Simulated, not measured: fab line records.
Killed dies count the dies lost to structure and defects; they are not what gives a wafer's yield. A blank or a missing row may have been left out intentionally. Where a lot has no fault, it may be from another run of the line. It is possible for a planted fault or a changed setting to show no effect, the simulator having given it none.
Tool commonality check / flow berkeley-cmos170 / 14 lots, 42 wafers sampled

## WHY THIS WAS OPENED
UCB170_PFIELD_TW_MEAS_09, reading PFIELD_TW: flagged on 2 of 14 lots. No-fault wafers: 601, standard deviation 7.5.
Rule: a lot gets a flag if all its wafers with a number sit over 4 standard deviations from that mean, or if no wafer of it has a number. As for the other lots, they are considered sound.

lot=L835; measured=day 4 15:40; on=film-metro-01; PFIELD_TW, wafer by wafer=607 610 607; flag=
lot=L836; measured=day 4 15:56; on=film-metro-01; PFIELD_TW, wafer by wafer=604 610 607; flag=
lot=L837; measured=day 5 11:28; on=film-metro-02; PFIELD_TW, wafer by wafer=607 609 606; flag=
lot=L838; measured=day 5 11:53; on=film-metro-01; PFIELD_TW, wafer by wafer=607 605 610; flag=
lot=L839; measured=day 5 16:59; on=film-metro-03; PFIELD_TW, wafer by wafer=594 593 594; flag=
lot=L842; measured=day 6 10:55; on=film-metro-02; PFIELD_TW, wafer by wafer=601 604 602; flag=
lot=L845; measured=day 6 18:56; on=film-metro-03; PFIELD_TW, wafer by wafer=588 588 587; flag=
lot=L847; measured=day 6 19:19; on=film-metro-03; PFIELD_TW, wafer by wafer=588 587 588; flag=
lot=L850; measured=day 7 23:11; on=film-metro-02; PFIELD_TW, wafer by wafer=606 608 602; flag=
lot=L852; measured=day 7 23:44; on=film-metro-02; PFIELD_TW, wafer by wafer=553 559 555; flag=FLAGGED
lot=L853; measured=day 8 04:50; on=film-metro-03; PFIELD_TW, wafer by wafer=595 590 590; flag=
lot=L855; measured=day 8 22:08; on=film-metro-03; PFIELD_TW, wafer by wafer=591 592 591; flag=
lot=L856; measured=day 9 05:34; on=film-metro-01; PFIELD_TW, wafer by wafer=553 551 553; flag=FLAGGED
lot=L857; measured=day 9 05:58; on=film-metro-02; PFIELD_TW, wafer by wafer=606 607 606; flag=
On average the flagged lots' numbers are 554, which is -47 against the usual, or -6 standard deviations.

## EACH LOT AND THE TOOL IT RAN ON
The record keeps 1 process step preceding the reading, out of 331 steps on the route. Cell contents, in order: the tool; ch with the chambers the sampled wafers went through; the start.
lot=L835; flag=; UCB170_PFIELD_IMPLANT_07=implanter-02 ch 0, day 4 15:25
lot=L836; flag=; UCB170_PFIELD_IMPLANT_07=implanter-04 ch 0, day 4 15:41
lot=L837; flag=; UCB170_PFIELD_IMPLANT_07=implanter-01 ch 0, day 5 11:14
lot=L838; flag=; UCB170_PFIELD_IMPLANT_07=implanter-01 ch 0, day 5 11:40
lot=L839; flag=; UCB170_PFIELD_IMPLANT_07=implanter-01 ch 0, day 5 16:46
lot=L842; flag=; UCB170_PFIELD_IMPLANT_07=implanter-02 ch 0, day 6 10:40
lot=L845; flag=; UCB170_PFIELD_IMPLANT_07=implanter-02 ch 0, day 6 18:41
lot=L847; flag=; UCB170_PFIELD_IMPLANT_07=implanter-04 ch 0, day 6 19:07
lot=L850; flag=; UCB170_PFIELD_IMPLANT_07=implanter-04 ch 0, day 7 22:56
lot=L852; flag=FLAGGED; UCB170_PFIELD_IMPLANT_07=implanter-02 ch 0, day 7 23:30
lot=L853; flag=; UCB170_PFIELD_IMPLANT_07=implanter-04 ch 0, day 8 04:35
lot=L855; flag=; UCB170_PFIELD_IMPLANT_07=implanter-04 ch 0, day 8 21:53
lot=L856; flag=FLAGGED; UCB170_PFIELD_IMPLANT_07=implanter-02 ch 0, day 9 05:19
lot=L857; flag=; UCB170_PFIELD_IMPLANT_07=implanter-04 ch 0, day 9 05:43
What is done by these steps:
- UCB170_PFIELD_IMPLANT_07
- UCB170_PFIELD_TW_MEAS_09

## FLAGGED AGAINST TOTAL, ONE TOOL AT A TIME (gauges that did the reading follow at the end)
step=UCB170_PFIELD_IMPLANT_07; tool=implanter-01; lots run=3; flagged=0; share of the flagged lots=none; sound lots run after its first flagged lot=-
step=UCB170_PFIELD_IMPLANT_07; tool=implanter-02; lots run=5; flagged=2; share of the flagged lots=all; sound lots run after its first flagged lot=0
step=UCB170_PFIELD_IMPLANT_07; tool=implanter-04; lots run=6; flagged=0; share of the flagged lots=none; sound lots run after its first flagged lot=-
step=UCB170_PFIELD_TW_MEAS_09; tool=film-metro-01; lots run=4; flagged=1; share of the flagged lots=some; sound lots run after its first flagged lot=0
step=UCB170_PFIELD_TW_MEAS_09; tool=film-metro-02; lots run=5; flagged=1; share of the flagged lots=some; sound lots run after its first flagged lot=1 (L857)
step=UCB170_PFIELD_TW_MEAS_09; tool=film-metro-03; lots run=5; flagged=0; share of the flagged lots=none; sound lots run after its first flagged lot=-

## WHAT THE TABLE PERMITS
1 row of the table ran every flagged lot: implanter-02 at UCB170_PFIELD_IMPLANT_07.
- implanter-02 at UCB170_PFIELD_IMPLANT_07 ran 5 lots, 2 of them flagged. It ran its last sound lot, L845, at day 6 18:41 and its first flagged lot, L852, at day 7 23:30: a fault with its onset between the two fits. Its own readings lie more than 4 standard deviations out on every wafer of the flagged lots: dose-ions-cm2, faraday-current-uA.
Just one tool remains: implanter-02 at UCB170_PFIELD_IMPLANT_07.

## WHAT THE SIMULATOR HAD PUT IN
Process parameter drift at UCB170_PFIELD_IMPLANT_07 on implanter-02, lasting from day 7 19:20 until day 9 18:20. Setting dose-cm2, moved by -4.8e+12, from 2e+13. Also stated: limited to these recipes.
Struck lots among those shown: L852, L856. The same result came from the rule above.
